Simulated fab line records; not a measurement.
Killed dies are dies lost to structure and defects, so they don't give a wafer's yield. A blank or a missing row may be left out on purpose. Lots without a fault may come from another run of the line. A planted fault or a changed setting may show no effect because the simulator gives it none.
fab line records | flow berkeleyCmos170
record: lots: 6 | wafers: 18 | lastDay: 11
route steps=331 shown GATE@129
lots untouched by any fault: they come from a run of this same line in which no faults occurred
startH: hours from the record's opening day to when the first of the lot's shown wafers began | waitH: time in hours since the lot's previous step | " repeats the value in the row above | L1.1+2: a single row standing in for several wafers | - no value present, or no start provided | * or withheld: withheld | < > ~ a bound
route shown NAME@n: NAME is a module with steps in the file, n the number in the route of the first one | usual: mean and standard deviation over wafers with no fault | same: alike in all rows | chamber/n: place in a boat | sites: per-site readings | _std_site: the standard deviation of these | _edge_site: inner sites' mean taken away from outer sites' mean | radiusMm: how far each site lies from the wafer's centre | mask NAME#n: copy n | behind: the most recent tool/chamber to have shaped the wafer | hold: cause of the lot's hold/its duration in hours/its outcome | device: whichever transistor did not switch (one of n, p or np) | end of line: the route-end tests of the same wafers | for a step that has no rows: nothing shown but its recipe | killed: the dies lost at the first sort to structure and to defects; this is not the yield of the wafer | map: shows each die of a wafer: x if killed, . if not, _ if none is there
set.NAME: setting as actually run; set.NAME@STEP: the setting as run at that earlier step | model.NAME: the simulator's own value behind a step, which no gauge read
lots at some steps of the route; a table a step, a row a wafer
services: when a tool's chamber went out of use (startH, in hours from the record's first day, below 0 if earlier), for how many hours, and the reason
== steps ==
step: UCB170_GATE_ANNEAL_03
recipe: tempC: 900 | timeS: 1800 | ambient: N2
step: UCB170_GATE_CVD_04
recipe: material: poly-Si | tempC: 610 | precursor: SiH4 | timeS: 1440 | pressureMtorr: 375 | targetThkNm: 214 | sih4FlowSccm: 120
step: UCB170_GATE_THK_MEAS_05
recipe: reads: poly-Si_of_GATE_CVD_04
usual: GATE_POLY_THK: 214.8/2.1
lot.wafer | tool         | chamber | startH | waitH | GATE_POLY_THK[nm]
L184.2    | filmMetro-03 | -       | 136.17 | 0.0   | 210.9
L184.3    | "            | -       | "      | "     | 211.4
L184.4    | "            | -       | "      | "     | 211.2
L192.1    | filmMetro-04 | -       | 174.78 | 0.0   | 214.9
L192.4    | "            | -       | "      | "     | 214.0
L192.6    | "            | -       | "      | "     | 214.9
L193.1    | filmMetro-03 | -       | 174.78 | 0.0   | 215.9
L193.3    | "            | -       | "      | "     | 213.4
L193.6    | "            | -       | "      | "     | 212.9
L194.2    | filmMetro-01 | -       | 181.83 | 0.0   | 216.4
L194.4    | "            | -       | "      | "     | 215.8
L194.5    | "            | -       | "      | "     | 213.8
L200.2    | filmMetro-04 | -       | 210.90 | 0.0   | 215.1
L200.5    | "            | -       | "      | "     | 212.8
L200.6    | "            | -       | "      | "     | 214.8
L201.3    | filmMetro-01 | -       | 210.91 | 0.0   | 217.1
L201.4    | "            | -       | "      | "     | 215.1
L201.5    | "            | -       | "      | "     | 217.3
step: UCB170_GATE_COAT_06
recipe: resist: BARC | tempC: withheld | timeS: withheld | spinRpm: 3000 | resistThkNm: withheld
step: UCB170_GATE_COAT_07
recipe: resist: KrF | spinRpm: 1500 | resistThkNm: 900
step: UCB170_GATE_SOFTBAKE_08
recipe: resist: KrF | tempC: 130 | timeS: 60
step: UCB170_GATE_EXPOSE_09
recipe: maskId: POLY | targetCdNm: 350 | na: 0.5 | sigmaOuter: 0.6 | sourceShape: conventional | doseMj: 21
step: UCB170_GATE_PEB_10
recipe: pebTempC: 130 | pebTimeS: withheld | resist: KrF
step: UCB170_GATE_DEVELOP_11
recipe: developer: TMAH | developTimeS: 45 | resist: KrF | devTempC: 21
step: UCB170_GATE_CD_MEAS_12
recipe: targetCdNm: 350
usual: cdNm: 349.7/1.6
lot.wafer | tool     | chamber | startH | waitH | cdNm
L184.2    | cdSem-01 | -       | 137.21 | -     | 346.9
L184.3    | "        | -       | "      | "     | 344.9
L184.4    | "        | -       | "      | "     | 345.3
L192.1    | cdSem-01 | -       | 175.68 | -     | 347.5
L192.4    | "        | -       | "      | "     | 347.6
L192.6    | "        | -       | "      | "     | 349.4
L193.1    | cdSem-01 | -       | 175.95 | -     | 347.2
L193.3    | "        | -       | "      | "     | 347.0
L193.6    | "        | -       | "      | "     | 348.3
L194.2    | cdSem-01 | -       | 182.86 | -     | 349.2
L194.4    | "        | -       | "      | "     | 350.2
L194.5    | "        | -       | "      | "     | 348.9
L200.2    | cdSem-01 | -       | 211.81 | -     | 352.9
L200.5    | "        | -       | "      | "     | 351.0
L200.6    | "        | -       | "      | "     | 352.6
L201.3    | cdSem-02 | -       | 212.30 | -     | 348.5
L201.4    | "        | -       | "      | "     | 349.7
L201.5    | "        | -       | "      | "     | 350.0
step: UCB170_GATE_OVL_MEAS_13
usual: GATE_OVL: -3/5.3
lot.wafer | tool       | chamber | startH | waitH | GATE_OVL[nm]
L184.2    | overlay-02 | -       | 137.31 | 0.1   | -3
L184.3    | "          | -       | "      | "     | 1
L184.4    | "          | -       | "      | "     | -2
L192.1    | overlay-01 | -       | 175.80 | 0.1   | 2
L192.4    | "          | -       | "      | "     | -1
L192.6    | "          | -       | "      | "     | 5
L193.1    | overlay-01 | -       | 176.07 | 0.1   | -17
L193.3    | "          | -       | "      | "     | -14
L193.6    | "          | -       | "      | "     | -14
L194.2    | overlay-01 | -       | 182.96 | 0.1   | -11
L194.4    | "          | -       | "      | "     | -11
L194.5    | "          | -       | "      | "     | -2
L200.2    | overlay-02 | -       | 211.92 | 0.1   | 1
L200.5    | "          | -       | "      | "     | -3
L200.6    | "          | -       | "      | "     | -4
L201.3    | overlay-01 | -       | 212.39 | 0.1   | 6
L201.4    | "          | -       | "      | "     | 0
L201.5    | "          | -       | "      | "     | -1
step: UCB170_GATE_ETCH_14
recipe: chemistry: N2/H2 | targetDepthA: withheld | overetchA: withheld | target: BARC | timeS: withheld | sourceW: 500 | biasW: 100 | pressureMtorr: 30 | n2FlowSccm: 100 | h2FlowSccm: 200
usual: chamberPressureMTorr: 29.99/0.037 | drypumpMotorCurrentA: 5.7/0.41 | h2FlowSccm: 200.0/0.63 | oesProductAu: 1.004/0.014 | throttleValvePct: 13.32/0.21
lot.wafer | tool       | chamber | startH | waitH | chamberPressureMTorr | drypumpMotorCurrentA | h2FlowSccm | oesProductAu | throttleValvePct
L184.2    | rieDiel-01 | 3       | 137.34 | 0.0   | 30.01                | 5.5                  | 199.0      | 1.007        | 13.27
L184.3    | "          | 0       | "      | "     | 30.05                | 5.3                  | 199.0      | 1.000        | 13.33
L184.4    | "          | 1       | "      | "     | 30.04                | 5.9                  | 199.9      | 0.998        | 13.04
L192.1    | rieDiel-01 | 1       | 175.83 | 0.0   | 30.02                | 5.9                  | 199.5      | 1.008        | 13.04
L192.4    | "          | 3       | "      | "     | 29.97                | 5.5                  | 199.1      | 1.012        | 13.29
L192.6    | "          | 0       | "      | "     | 29.97                | 5.3                  | 200.0      | 1.002        | 13.31
L193.1    | rieDiel-03 | 3       | 176.11 | 0.0   | 30.03                | 5.8                  | 200.2      | 0.973        | 13.13
L193.3    | "          | 0       | "      | "     | 29.98                | 5.2                  | 200.9      | 1.011        | 13.08
L193.6    | "          | 1       | "      | "     | 30.01                | 5.8                  | 198.5      | 1.008        | 13.40
L194.2    | rieDiel-03 | 2       | 182.99 | 0.0   | 29.99                | 5.0                  | 199.4      | 0.993        | 13.58
L194.4    | "          | 1       | "      | "     | 29.98                | 5.8                  | 201.1      | 1.011        | 13.40
L194.5    | "          | 0       | "      | "     | 30.02                | 5.2                  | 199.7      | 1.026        | 13.07
L200.2    | rieDiel-03 | 0       | 211.95 | 0.0   | 30.02                | 5.2                  | 200.0      | 1.016        | 13.08
L200.5    | "          | 3       | "      | "     | 30.00                | 5.8                  | 200.2      | 0.980        | 13.14
L200.6    | "          | 1       | "      | "     | 29.98                | 5.7                  | 200.9      | 1.022        | 13.41
L201.3    | rieDiel-01 | 3       | 212.41 | 0.0   | 30.03                | 5.5                  | 200.0      | 0.998        | 13.25
L201.4    | "          | 1       | "      | "     | 29.99                | 5.9                  | 199.1      | 0.999        | 13.04
L201.5    | "          | 3       | "      | "     | 29.98                | 5.5                  | 200.2      | 1.008        | 13.25
step: UCB170_GATE_ETCH_15
recipe: chemistry: HBr/Cl2 | target: poly-Si | stopOn: SiO2 | overEtchFrac: 0.3 | icpW: 300 | biasW: 150 | timeS: 56.3 | pressureMtorr: 15 | HBr_flow_sccm: 150 | Cl2_flow_sccm: 50 | targetDepthA: 2782
usual: HBr_flow_sccm: 150.0/0.43 | chamberPressureMTorr: 15.001/0.014 | drypumpMotorCurrentA: 5.6/0.57 | heBacksideLeakSccm: 2.8/0.36 | oesProductAu: 0.830/0.017 | runLengthS: 84.7/0.5 | throttleValvePct: 26.55/0.12
same: overEtchFrac: 0.3
lot.wafer | tool     | chamber | startH | waitH | HBr_flow_sccm | chamberPressureMTorr | drypumpMotorCurrentA | heBacksideLeakSccm | oesProductAu | rfHoursCounterH | runLengthS | throttleValvePct | model.GATE.featureDepthNm | model.etch.depthNm | model.KrF_of_GATE_COAT_07.thkNm
L184.2    | rieSi-02 | 3       | 137.38 | -     | 150.0         | 15.016               | 6.5                  | 2.9                | 0.826        | 60              | 84.2       | 26.65            | 211                       | 210.9              | 778.8
L184.3    | "        | 2       | "      | "     | 149.2         | 15.014               | 5.6                  | 3.0                | 0.850        | 23              | 85.2       | 26.77            | 211.6                     | 211.6              | 779
L184.4    | "        | 1       | "      | "     | 150.2         | 15.010               | 5.9                  | 3.5                | 0.809        | 127             | 84.4       | 26.42            | 211                       | 211                | 779.2
L192.1    | rieSi-02 | 1       | 175.87 | -     | 150.3         | 15.032               | 5.9                  | 2.9                | 0.830        | 0               | 84.3       | 26.50            | 215                       | 215                | 777.3
L192.4    | "        | 0       | "      | "     | 150.3         | 14.996               | 5.7                  | 2.5                | 0.850        | 49              | 84.2       | 26.44            | 213.8                     | 213.8              | 778
L192.6    | "        | 2       | "      | "     | 150.1         | 14.977               | 5.6                  | 3.0                | 0.865        | -               | 85.0       | 26.76            | 214.9                     | 214.9              | 778.4
L193.1    | rieSi-01 | 1       | 176.15 | -     | 149.6         | 14.992               | 5.0                  | 2.5                | 0.811        | 49              | 85.3       | 26.44            | 215.9                     | 215.9              | 775.7
L193.3    | "        | 2       | "      | "     | 150.4         | 15.014               | 4.8                  | 2.8                | 0.803        | 1               | 84.5       | 26.62            | 213.4                     | 213.4              | 777.3
L193.6    | "        | 0       | "      | "     | 150.3         | 15.002               | 5.0                  | 2.8                | 0.812        | -               | 85.3       | 26.40            | 212.9                     | 212.9              | 776.2
L194.2    | rieSi-01 | 2       | 183.04 | -     | 150.3         | 15.010               | 4.9                  | 3.0                | 0.815        | 1               | 84.7       | 26.64            | 216.5                     | 216.5              | 779.5
L194.4    | "        | 1       | "      | "     | 150.2         | 15.003               | 5.0                  | 2.4                | 0.806        | 49              | 85.0       | 26.44            | 215.8                     | 215.8              | 782.4
L194.5    | "        | 1       | "      | "     | 150.3         | 14.998               | 5.0                  | 2.5                | 0.810        | -               | 85.3       | 26.44            | 213.7                     | 213.7              | 779.9
L200.2    | rieSi-01 | 3       | 211.99 | -     | 150.4         | 15.003               | 6.3                  | 3.3                | 1.003        | 83              | 62.5       | 26.65            | 167.6                     | 167.6              | 822.5
L200.5    | "        | 3       | "      | "     | 150.0         | 15.018               | 6.3                  | 3.4                | 0.992        | -               | 62.3       | 26.67            | 165.6                     | 165.6              | 819
L200.6    | "        | 0       | "      | "     | 150.0         | 15.004               | 5.0                  | 3.0                | 1.001        | -               | 63.1       | 26.41            | 168.7                     | 168.7              | 825.1
L201.3    | rieSi-01 | 2       | 212.46 | -     | 149.5         | 15.010               | 4.9                  | 2.9                | 0.977        | 1               | 61.9       | 26.63            | 165                       | 165                | 823.2
L201.4    | "        | 3       | "      | "     | 150.2         | 15.016               | 6.3                  | 3.4                | 0.997        | 83              | 62.1       | 26.67            | 166.7                     | 166.7              | 822
L201.5    | "        | 1       | "      | "     | 149.5         | 15.002               | 5.0                  | 2.4                | 0.983        | -               | 62.7       | 26.45            | 168.4                     | 168.4              | 821.3
step: UCB170_GATE_STRIP_16
recipe: chemistry: O2 | powerW: 400 | pressureMtorr: 3500 | platenTempC: withheld | o2FlowSccm: 400 | overashFraction: 0.5
usual: chamberPressureMTorr: 3500/3.2 | drypumpMotorCurrentA: 5.53/0.29 | oesProductAu: 0.724/0.0044
lot.wafer | tool           | chamber | startH | waitH | chamberPressureMTorr | drypumpMotorCurrentA | oesProductAu | rfHoursCounterH
L184.2    | plasmaAsher-03 | 0       | 137.43 | 0.0   | 3501                 | 5.60                 | 0.724        | 35
L184.3    | "              | 1       | "      | "     | 3499                 | 5.52                 | 0.721        | -
L184.4    | "              | 0       | "      | "     | 3501                 | 5.61                 | 0.726        | -
L192.1    | plasmaAsher-03 | 0       | 175.92 | 0.0   | 3502                 | 5.59                 | 0.726        | 39
L192.4    | "              | 0       | "      | "     | 3499                 | 5.61                 | 0.727        | -
L192.6    | "              | 1       | "      | "     | 3498                 | 5.57                 | 0.729        | -
L193.1    | plasmaAsher-02 | 0       | 176.20 | 0.0   | 3503                 | 5.83                 | 0.721        | 48
L193.3    | "              | 1       | "      | "     | 3497                 | 5.32                 | 0.728        | -
L193.6    | "              | 1       | "      | "     | 3503                 | 5.33                 | 0.727        | -
L194.2    | plasmaAsher-03 | 1       | 183.09 | 0.0   | 3504                 | 5.55                 | 0.718        | 40
L194.4    | "              | 0       | "      | "     | 3500                 | 5.57                 | 0.730        | -
L194.5    | "              | 1       | "      | "     | 3497                 | 5.55                 | 0.718        | -
L200.2    | plasmaAsher-03 | 0       | 212.04 | 0.0   | 3501                 | 5.66                 | 0.725        | 43
L200.5    | "              | 1       | "      | "     | 3498                 | 5.53                 | 0.720        | -
L200.6    | "              | 0       | "      | "     | 3502                 | 5.62                 | 0.723        | -
L201.3    | plasmaAsher-03 | 0       | 212.54 | 0.1   | 3497                 | 5.57                 | 0.720        | -
L201.4    | "              | 1       | "      | "     | 3500                 | 5.56                 | 0.734        | -
L201.5    | "              | 1       | "      | "     | 3500                 | 5.55                 | 0.723        | -
== services ==
tool           | chamber | startH | hours | kind
rieDiel-01     | 2       | 114.56 | -     | clean
rieDiel-01     | 2       | 114.56 | 21.1  | scheduledDown
rieDiel-01     | 2       | 114.56 | 21.1  | ventCycle
rieDiel-03     | 3       | 116.41 | 6.7   | repair
rieSi-02       | 1       | 145.90 | -     | clean
rieSi-02       | 1       | 145.90 | 27.0  | scheduledDown
rieSi-02       | 1       | 145.90 | 27.0  | ventCycle
rieDiel-01     | -       | 151.16 | 2.8   | pm
rieDiel-01     | 3       | 180.24 | -     | clean
rieDiel-01     | 3       | 180.24 | 25.2  | scheduledDown
rieDiel-01     | 3       | 180.24 | 25.2  | ventCycle
rieDiel-03     | 2       | 196.06 | -     | clean
rieDiel-03     | 2       | 196.06 | 19.2  | scheduledDown
rieDiel-03     | 2       | 196.06 | 19.2  | ventCycle
plasmaAsher-02 | -       | 197.61 | 2.8   | pm
== key ==
firstSign: step: UCB170_GATE_ETCH_15 | reading: runLengthS | direction: down | sigmas: 45 | usual: * | struck: *
effect: step: UCB170_GATE_ETCH_15 | reading: oesProductAu | direction: up | sigmas: 9.5 | usual: 0.830 | struck: 0.992
modelEffect: step: UCB170_GATE_ETCH_15 | value: GATE.featureDepthNm | without: 215.4 | struck: 167
metAt UCB170_GATE_ETCH_15
struckWafers L200.2,L200.5,L200.6,L201.3,L201.4,L201.5
laterRowsLeftOut L200.2,L200.5,L200.6,L201.3,L201.4,L201.5
sortLeftOut L200.2,L200.5,L200.6,L201.3,L201.4,L201.5
testerLeftOut L200,L201
onsetBetween 183.04 211.99
fault: kind: processParameterDrift | tool: rieSi-01 | chamber: - | onsetH: 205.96 | steps: UCB170_GATE_ETCH_15 | channel: timeS | offset: * | shape: step | endH: 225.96 | stated: *
testerLeftOut: of these lots the tester's yield and bins aren't shown, on N5 and GAA mostly nor the transistor test; their killed dies are dies lost to structure and defects alone, not to doping, threshold or leakage, so they don't give the yield
sortLeftOut: the simulated sort isn't trusted on such a fault, so these wafers' sort isn't shown, and their yield isn't known
laterRowsLeftOut: the simulator's readings of these wafers behind a module that went badly wrong aren't trusted and aren't shown, but for the sort
